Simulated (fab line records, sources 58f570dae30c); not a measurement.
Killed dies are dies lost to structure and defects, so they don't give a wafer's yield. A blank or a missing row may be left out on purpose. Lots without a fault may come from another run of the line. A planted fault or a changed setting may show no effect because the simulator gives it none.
Which tool did it? | flow berkeley_cmos170 | 7 lots, 21 wafers sampled, at 3 steps of a route of 331

WHAT THE GAUGES READ, wafer by wafer
UCB170_V1_BOW_MEAS_03.
lot  | measured     | on            | V1_BOW (um)
L565 | day 8 08:16  | film_metro-04 | 20 9 19
L567 | day 9 14:26  | film_metro-02 | 13 14 12
L566 | day 9 14:59  | film_metro-02 | 22 24 25
L572 | day 9 21:59  | film_metro-04 | 21 20 10
L575 | day 10 19:29 | film_metro-02 | 22 30 9
L577 | day 10 22:11 | film_metro-01 | 16 25 17
L586 | day 13 02:18 | film_metro-02 | 24 17 8

WHICH TOOL RAN EACH LOT (tool, then ch and the chambers of the sampled wafers, then the start)
lot  | UCB170_PSD_STRIP_09                  | UCB170_SILICIDE_PRE_CLEAN_00
L565 | plasma_asher-01 ch 0,1, day 7 17:07  | pvd_sputter-03, day 7 20:59
L567 | plasma_asher-01 ch 0,1, day 8 21:52  | pvd_sputter-04, day 9 01:18
L566 | plasma_asher-03 ch 0,1, day 8 22:06  | pvd_sputter-01, day 9 01:40
L572 | plasma_asher-04 ch 0,1, day 9 08:50  | pvd_sputter-03, day 9 12:05
L575 | plasma_asher-03 ch 0,1, day 10 06:44 | pvd_sputter-01, day 10 10:51
L577 | plasma_asher-04 ch 0,1, day 10 07:12 | pvd_sputter-03, day 10 11:40
L586 | plasma_asher-03 ch 0,1, day 12 13:56 | pvd_sputter-01, day 12 17:23
- UCB170_PSD_STRIP_09: strips in O2.
- UCB170_SILICIDE_PRE_CLEAN_00: preclean etch time 60 s.

THE ANSWER, worked out from the rows above alone
Rule: what is usual is taken from the lots themselves. Put in order of their means at a reading, lots are off if they are a third of the lots or fewer, leave a main group of 4 or more, and stand apart from it by a gap of 3 or more times the standard deviation of the main group's means; of several such gaps the widest counts. A main group whose means are all the same, to the digits that the tables above print for the reading, isn't used. A lot without any number at a reading at which 4 lots or more have one is off too. The other lots that the step has rows for count as sound.
No lot is off at any reading shown: from this, nothing can be told.

WHAT THE SIMULATOR HAD PUT IN
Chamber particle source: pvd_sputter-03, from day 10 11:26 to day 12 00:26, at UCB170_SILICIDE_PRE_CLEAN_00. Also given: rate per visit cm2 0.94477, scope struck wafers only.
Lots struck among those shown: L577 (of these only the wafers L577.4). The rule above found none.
